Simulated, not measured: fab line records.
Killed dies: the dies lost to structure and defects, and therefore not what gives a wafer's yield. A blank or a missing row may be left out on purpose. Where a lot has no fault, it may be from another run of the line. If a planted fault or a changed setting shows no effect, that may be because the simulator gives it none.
Which tool did it? :: flow rit cmos :: Sampling: 13 lots, 39 wafers, 2 of 202 route steps

## WHAT EACH GAUGE READ, for each wafer
RIT_NLDD_OVL_MEAS_06. Usual: NLDD_OVL -1.1 nm, standard deviation 1.5.
lot: L991
measured: day 2 21:38
on: overlay-02
NLDD_OVL (nm): -0.2 -0.4 -0.5
flag: 

lot: L992
measured: day 3 00:04
on: overlay-01
NLDD_OVL (nm): -3.5 -3.3 -3.9
flag: 

lot: L993
measured: day 3 08:41
on: overlay-02
NLDD_OVL (nm): 0.0 -1.5 -0.1
flag: 

lot: L994
measured: day 3 10:43
on: overlay-01
NLDD_OVL (nm): -3.5 -1.9 -1.7
flag: 

lot: L996
measured: day 3 20:31
on: overlay-01
NLDD_OVL (nm): -1.6 -0.3 -0.3
flag: 

lot: L997
measured: day 4 00:50
on: overlay-01
NLDD_OVL (nm): 7.1 6.2 7.3
flag: OFF

lot: L998
measured: day 4 04:56
on: overlay-01
NLDD_OVL (nm): -3.4 -2.7 -1.5
flag: 

lot: L101
measured: day 4 23:31
on: overlay-02
NLDD_OVL (nm): -0.4 0.0 -1.0
flag: 

lot: L102
measured: day 5 01:43
on: overlay-02
NLDD_OVL (nm): 7.2 8.4 7.7
flag: OFF

lot: L104
measured: day 5 12:47
on: overlay-01
NLDD_OVL (nm): 4.4 5.4 4.3
flag: OFF

lot: L106
measured: day 5 23:20
on: overlay-02
NLDD_OVL (nm): 8.0 6.6 6.6
flag: OFF

lot: L111
measured: day 7 01:47
on: overlay-01
NLDD_OVL (nm): -3.3 -2.2 -2.6
flag: 

lot: L114
measured: day 7 18:35
on: overlay-01
NLDD_OVL (nm): -1.8 -2.0 -3.2
flag: 

## WHICH TOOL RAN EACH LOT (tool, then ch and the chambers of the sampled wafers, then the start)
lot: L991
RIT_NLDD_EXPOSE_03: iline stepper-01 ch 0, day 2 21:14

lot: L992
RIT_NLDD_EXPOSE_03: iline stepper-02 ch 0, day 2 23:40

lot: L993
RIT_NLDD_EXPOSE_03: iline stepper-01 ch 0, day 3 08:17

lot: L994
RIT_NLDD_EXPOSE_03: iline stepper-02 ch 0, day 3 10:17

lot: L996
RIT_NLDD_EXPOSE_03: iline stepper-01 ch 0, day 3 20:07

lot: L997
RIT_NLDD_EXPOSE_03: iline stepper-01 ch 0, day 4 00:26

lot: L998
RIT_NLDD_EXPOSE_03: iline stepper-02 ch 0, day 4 04:32

lot: L101
RIT_NLDD_EXPOSE_03: iline stepper-02 ch 0, day 4 23:08

lot: L102
RIT_NLDD_EXPOSE_03: iline stepper-01 ch 0, day 5 01:19

lot: L104
RIT_NLDD_EXPOSE_03: iline stepper-01 ch 0, day 5 12:26

lot: L106
RIT_NLDD_EXPOSE_03: iline stepper-01 ch 0, day 5 22:58

lot: L111
RIT_NLDD_EXPOSE_03: iline stepper-02 ch 0, day 7 01:23

lot: L114
RIT_NLDD_EXPOSE_03: iline stepper-02 ch 0, day 7 18:13
- RIT_NLDD_EXPOSE_03: exposes mask M7, target cd 40700 nm.

## AS READ BY THE TOOLS THEMSELVES (means over the sampled wafers that have a number; for cases with no such wafer, the mark the record gives instead)
The record holds no such reading with a usual standard deviation.

## THE ANSWER, worked out from the rows above alone
Rule: take the mean of a lot's wafers that have a number; if it is more than 3 standard deviations from the usual mean, the lot is off. Also off: a lot with no number at a reading for which 4 or more lots have one. The other lots that the step has rows for count as sound. First the gauges in route order, then the tools' own readings, where a lot's mean is used as printed above. At the first step where some lot is off, the reading lying furthest off is the one used; lots without a number count as furthest.
Off: L997, L102, L104, L106, seen at RIT_NLDD_OVL_MEAS_06 (NLDD_OVL).
A tool fits if, at a process step before that reading, it ran every lot that is off, and no sound lot after the first of them. Those tools and the gauges at RIT_NLDD_OVL_MEAS_06 are tried in the same way. One fits: iline stepper-01 at RIT_NLDD_EXPOSE_03. Its last sound lot is L996 (day 3 20:07), its first lot that is off L997 (day 4 00:26): a fault that began between those two fits.

## WHAT THE SIMULATOR HAD PUT IN
Scanner matching overlay: iline stepper-01, from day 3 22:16 on, at RIT_NLDD_EXPOSE_03. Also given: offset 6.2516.
Shown lots that were struck: L997, L102, L104, L106. The rule above reached the same finding.
